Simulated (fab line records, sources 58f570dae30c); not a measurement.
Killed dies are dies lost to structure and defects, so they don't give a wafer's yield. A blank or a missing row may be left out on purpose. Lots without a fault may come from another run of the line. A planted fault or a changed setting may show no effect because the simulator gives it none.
Chamber matching | flow berkeley_cmos170 | UCB170_V2_CMP_02 on cmp-02: 4 sister chambers
The step polishes SiO2. 4 wafers are shown with their chamber, then 8 later ones without.

WAFERS WITH THEIR CHAMBER
wafer  | chamber | motor_current_A (A)
L139.6 | 3       | 16.3
L144.5 | 2       | 18.4
L144.6 | 1       | 13.8
L148.2 | 0       | 18.2

WAFERS WITHOUT THEIR CHAMBER
wafer  | motor_current_A (A)
L148.5 | 18.8
L148.6 | 14.0
L154.1 | 15.0
L154.5 | 14.1
L154.6 | 19.6
L160.2 | 17.8
L160.3 | 13.5
L160.6 | 17.9

WHICH CHAMBER EACH WENT THROUGH
wafer  | from the rows above          | in truth
L148.5 | can't be placed: 2 or 0      | 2
L148.6 | 1                            | 1
L154.1 | can't be placed: 1 or 3      | 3
L154.5 | 1                            | 1
L154.6 | can't be placed: 2 or 0      | 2
L160.2 | can't be placed: 0 or 2 or 3 | 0
L160.3 | 1                            | 1
L160.6 | can't be placed: 0 or 2 or 3 | 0
Placed correctly: 3 of 8. Can't be placed from these rows: 5 (the true chamber is among the candidates in 5). Placed wrongly: 0.
How it was worked out, from the rows above alone: a wafer's distance from a chamber is the root of the sum, over the readings, of the square of ((its reading less the chamber's mean) divided by the reading's scatter). The wafer belongs to the nearest chamber; if the next one is less than 2 further off, it can't be placed. A chamber's mean is the mean of its shown wafers. The scatter: with one shown wafer a chamber, the root of the mean of the squares of how far each hidden wafer lies from its nearest shown one.
